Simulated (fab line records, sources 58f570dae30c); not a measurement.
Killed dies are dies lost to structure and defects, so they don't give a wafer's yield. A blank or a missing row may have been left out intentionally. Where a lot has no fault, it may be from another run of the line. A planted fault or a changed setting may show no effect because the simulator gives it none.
Which of the tools did it? ; flow berkeley-cmos170 ; 14 lots, 42 wafers sampled, at 6 steps of a route of 331

== WHAT THE GAUGES READ, wafer by wafer ==
UCB170_M1_OVL_MEAS_10. Usual: M1_OVL 1 nm, standard deviation 5.2.
lot;measured;on;M1_OVL (nm);flag
L175;day 8 19:58;overlay-02;2 12 -1;
L178;day 8 20:14;overlay-02;10 5 5;
L179;day 10 06:11;overlay-02;-3 2 -5;
L181;day 10 06:26;overlay-02;11 6 12;
L180;day 10 07:08;overlay-01;-4 5 -2;
L186;day 10 15:11;overlay-01;-3 4 -1;
L184;day 10 16:02;overlay-02;4 0 4;
L183;day 10 17:04;overlay-01;-3 -4 -4;
L188;day 12 11:03;overlay-01;-6 -1 -3;
L189;day 12 14:13;overlay-01;-3 8 2;
L190;day 12 14:28;overlay-01;-3 2 0;
L193;day 12 21:16;overlay-01;5 3 1;
L195;day 12 23:01;overlay-01;-9 -10 -10;
L194;day 12 22:18;overlay-01;-8 -10 -3;

UCB170_M1_CD_MEAS_90: the cd target is 700 nm. Usual: cd-nm at 700.3 nm, with a standard deviation of 2.6.
lot;measured;on;cd-nm (nm);flag
L175;day 8 20:16;cd-sem-01;702.1 700.1 700.6;
L178;day 8 20:34;cd-sem-02;699.2 694.4 703.2;
L179;day 10 06:31;cd-sem-02;704.0 701.7 700.2;
L181;day 10 06:45;cd-sem-02;700.9 698.0 698.4;
L180;day 10 07:27;cd-sem-02;691.8 693.4 686.5;OFF
L186;day 10 15:30;cd-sem-01;699.4 701.1 698.9;
L184;day 10 16:22;cd-sem-02;700.4 701.3 701.1;
L183;day 10 17:24;cd-sem-02;689.2 689.7 697.9;OFF
L188;day 12 11:23;cd-sem-01;701.4 698.2 700.2;
L189;day 12 14:40;cd-sem-01;700.4 700.7 699.6;
L190;day 12 14:47;cd-sem-02;698.5 696.7 700.8;
L193;day 12 21:34;cd-sem-02;697.7 699.2 699.5;
L195;day 12 23:21;cd-sem-02;695.6 697.7 696.2;
L194;day 12 22:37;cd-sem-01;701.2 701.0 700.2;

== EACH LOT AND THE TOOL THAT RAN IT (in order: tool; ch and the chambers of the sampled wafers; start) ==
lot;UCB170_NLDD_STRIP_10;UCB170_M1_ETCH_11;UCB170_M1_METAL_ETCH_12;UCB170_M1_STRIP_13
L175;plasma-asher-04 ch 0,1, day 7 20:40;rie-diel-03 ch 0,1,3, day 8 20:00;rie-metal-04 ch 0,1, day 8 20:02;plasma-asher-04 ch 0,1, day 8 20:10
L178;plasma-asher-04 ch 0,1, day 7 23:28;rie-diel-02 ch 1,3, day 8 20:16;rie-metal-01 ch 0,1, day 8 20:19;plasma-asher-03 ch 1, day 8 20:27
L179;plasma-asher-02 ch 0,1, day 9 10:34;rie-diel-03 ch 0,1,2, day 10 06:13;rie-metal-01 ch 0,1, day 10 06:17;plasma-asher-03 ch 0,1, day 10 06:25
L181;plasma-asher-04 ch 0,1, day 9 10:51;rie-diel-02 ch 1,2, day 10 06:28;rie-metal-02 ch 0,1, day 10 06:31;plasma-asher-04 ch 0,1, day 10 06:39
L180;plasma-asher-03 ch 0,1, day 9 11:31;rie-diel-03 ch 0,1,2, day 10 07:10;rie-metal-01 ch 0,1, day 10 07:13;plasma-asher-04 ch 0,1, day 10 07:21
L186;plasma-asher-02 ch 0,1, day 9 18:57;rie-diel-04 ch 2,3, day 10 15:14;rie-metal-04 ch 0,1, day 10 15:16;plasma-asher-01 ch 0,1, day 10 15:24
L184;plasma-asher-02 ch 0,1, day 9 19:15;rie-diel-02 ch 0,1, day 10 16:04;rie-metal-04 ch 0,1, day 10 16:07;plasma-asher-01 ch 1, day 10 16:14
L183;plasma-asher-03 ch 0,1, day 9 19:29;rie-diel-02 ch 0,1, day 10 17:06;rie-metal-01 ch 0,1, day 10 17:08;plasma-asher-03 ch 0,1, day 10 17:17
L188;plasma-asher-02 ch 0,1, day 11 03:28;rie-diel-02 ch 0,1,3, day 12 11:05;rie-metal-04 ch 0,1, day 12 11:07;plasma-asher-01 ch 1, day 12 11:16
L189;plasma-asher-04 ch 0,1, day 11 03:37;rie-diel-04 ch 1,2,3, day 12 14:15;rie-metal-02 ch 1, day 12 14:17;plasma-asher-01 ch 0,1, day 12 14:34
L190;plasma-asher-03 ch 0,1, day 11 03:46;rie-diel-03 ch 0,1, day 12 14:29;rie-metal-04 ch 0,1, day 12 14:32;plasma-asher-03 ch 0,1, day 12 14:40
L193;plasma-asher-02 ch 0,1, day 11 20:19;rie-diel-04 ch 2,3, day 12 21:18;rie-metal-02 ch 0,1, day 12 21:20;plasma-asher-04 ch 0,1, day 12 21:28
L195;plasma-asher-03 ch 0,1, day 11 20:55;rie-diel-03 ch 0,1,2, day 12 23:02;rie-metal-02 ch 0,1, day 12 23:05;plasma-asher-01 ch 0,1, day 12 23:13
L194;plasma-asher-02 ch 0,1, day 11 21:25;rie-diel-03 ch 0,1,2, day 12 22:20;rie-metal-04 ch 0,1, day 12 22:23;plasma-asher-03 ch 0,1, day 12 22:31
- UCB170_NLDD_STRIP_10: strips in O2.
- UCB170_M1_ETCH_11: etches BARC in N2/H2.
- UCB170_M1_METAL_ETCH_12: etches Al in Cl2/BCl3, stops on PSG, target depth 780 nm, time 130 s.
- UCB170_M1_STRIP_13: strips in O2.

== WHAT THE TOOLS THEMSELVES READ (means of the sampled wafers that have a number; where no wafer has one, the mark that the record gives instead) ==
UCB170_NLDD_STRIP_10. Usual: drypump-motor-current-A 5.7 A, standard deviation 0.32; oes-product-au 0.734 a.u., standard deviation 0.0043; strip-time-to-endpoint-s 21.62 s, standard deviation 0.059.
lot;tool;drypump-motor-current-A (A);oes-product-au (a.u.);strip-time-to-endpoint-s (s);flag
L175;plasma-asher-04;5.3;0.733;21.59;
L178;plasma-asher-04;5.3;0.733;21.56;
L179;plasma-asher-02;5.9;0.735;21.65;
L181;plasma-asher-04;5.3;0.736;21.64;
L180;plasma-asher-03;5.6;0.736;21.68;
L186;plasma-asher-02;5.9;0.737;21.65;
L184;plasma-asher-02;5.8;0.735;21.52;
L183;plasma-asher-03;5.8;0.733;21.60;
L188;plasma-asher-02;6.0;0.739;21.73;
L189;plasma-asher-04;5.3;0.737;21.64;
L190;plasma-asher-03;5.8;0.733;21.57;
L193;plasma-asher-02;5.8;0.737;21.64;
L195;plasma-asher-03;5.6;0.739;21.66;
L194;plasma-asher-02;5.9;0.731;21.61;

UCB170_M1_ETCH_11. Usual: drypump-motor-current-A 6.0 A, standard deviation 0.55; oes-product-au 1.007 a.u., standard deviation 0.022; throttle-valve-pct 13.26 %, standard deviation 0.17.
lot;tool;drypump-motor-current-A (A);oes-product-au (a.u.);throttle-valve-pct (%);flag
L175;rie-diel-03;5.9;0.997;13.25;
L178;rie-diel-02;6.6;0.981;13.26;
L179;rie-diel-03;5.5;0.995;13.18;
L181;rie-diel-02;6.3;0.994;13.40;
L180;rie-diel-03;5.5;0.984;13.19;
L186;rie-diel-04;5.8;1.021;13.20;
L184;rie-diel-02;6.3;1.000;13.37;
L183;rie-diel-02;6.1;1.014;13.39;
L188;rie-diel-02;6.3;1.003;13.29;
L189;rie-diel-04;5.8;1.028;13.25;
L190;rie-diel-03;5.5;0.990;13.33;
L193;rie-diel-04;5.7;1.015;13.20;
L195;rie-diel-03;5.5;0.995;13.20;
L194;rie-diel-03;5.6;1.002;13.19;

UCB170_M1_METAL_ETCH_12. Usual: drypump-motor-current-A 5.6 A, standard deviation 0.32; mfc-cl2-sccm 90.05 sccm, standard deviation 0.25; oes-product-au 0.850 a.u., standard deviation 0.012; throttle-valve-pct 24.21 %, standard deviation 0.23.
lot;tool;drypump-motor-current-A (A);mfc-cl2-sccm (sccm);oes-product-au (a.u.);throttle-valve-pct (%);flag
L175;rie-metal-04;5.7;89.98;0.853;24.19;
L178;rie-metal-01;5.4;90.12;0.846;24.15;
L179;rie-metal-01;5.4;89.94;0.852;24.16;
L181;rie-metal-02;5.4;90.11;0.853;24.43;
L180;rie-metal-01;5.5;90.05;0.726;24.08;OFF
L186;rie-metal-04;5.7;90.15;0.839;24.21;
L184;rie-metal-04;5.7;89.88;0.836;24.22;
L183;rie-metal-01;5.4;90.17;0.743;24.21;OFF
L188;rie-metal-04;5.7;89.89;0.842;24.21;
L189;rie-metal-02;5.4;89.91;0.833;24.64;
L190;rie-metal-04;5.7;89.96;0.838;24.23;
L193;rie-metal-02;5.4;90.05;0.862;24.23;
L195;rie-metal-02;5.4;90.15;0.861;24.23;
L194;rie-metal-04;5.9;89.76;0.846;24.25;

UCB170_M1_STRIP_13. Usual: drypump-motor-current-A 5.6 A, standard deviation 0.34; oes-product-au 0.720 a.u., standard deviation 0.0041.
lot;tool;drypump-motor-current-A (A);oes-product-au (a.u.);flag
L175;plasma-asher-04;5.3;0.722;
L178;plasma-asher-03;5.4;0.719;
L179;plasma-asher-03;5.8;0.723;
L181;plasma-asher-04;5.3;0.720;
L180;plasma-asher-04;5.2;0.616;OFF
L186;plasma-asher-01;5.9;0.717;
L184;plasma-asher-01;6.2;0.715;
L183;plasma-asher-03;5.8;0.613;OFF
L188;plasma-asher-01;6.1;0.717;
L189;plasma-asher-01;5.9;0.723;
L190;plasma-asher-03;5.8;0.722;
L193;plasma-asher-04;5.2;0.723;
L195;plasma-asher-01;6.0;0.721;
L194;plasma-asher-03;5.6;0.721;

== THE ANSWER, worked out from the rows above alone ==
Rule: a lot is off if the mean of its wafers that have a number lies more than 3 standard deviations from the usual mean. A lot without any number at a reading at which 4 lots or more have one is off too. The other lots that the step has rows for count as sound. First the gauges in route order, then the tools' own readings, where a lot's mean is used as printed above. The first step at which some lot is off is used, and at that step the reading that is off furthest; a lot without a number counts as furthest.
Off, at UCB170_M1_CD_MEAS_90 on cd-nm: L180, L183.
If a tool, at a process step before that reading, ran all the lots that are off and no sound lot after the first of them, it fits. The gauges at UCB170_M1_CD_MEAS_90 aren't tried: what is off there is off at UCB170_M1_METAL_ETCH_12 too, on other tools, and a gauge's error can't cause that. One candidate fits, namely rie-metal-01 at UCB170_M1_METAL_ETCH_12. Its last sound lot is L179 (day 10 06:17), its first lot that is off L180 (day 10 07:13): a fault that began between those two fits.
On the lots that are off, the tool's own readings at UCB170_M1_METAL_ETCH_12 differ by more than 5 times the standard deviation of the sound lots' means, which bears it out; oes-product-au reads 0.734 a.u. there versus 0.847 a.u. on the sound lots.

== WHAT THE SIMULATOR PUT IN ==
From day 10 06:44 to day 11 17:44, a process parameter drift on rie-metal-01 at UCB170_M1_METAL_ETCH_12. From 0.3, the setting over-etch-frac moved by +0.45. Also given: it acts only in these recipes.
Shown lots that were struck: L180, L183. The rule above reached the same finding.
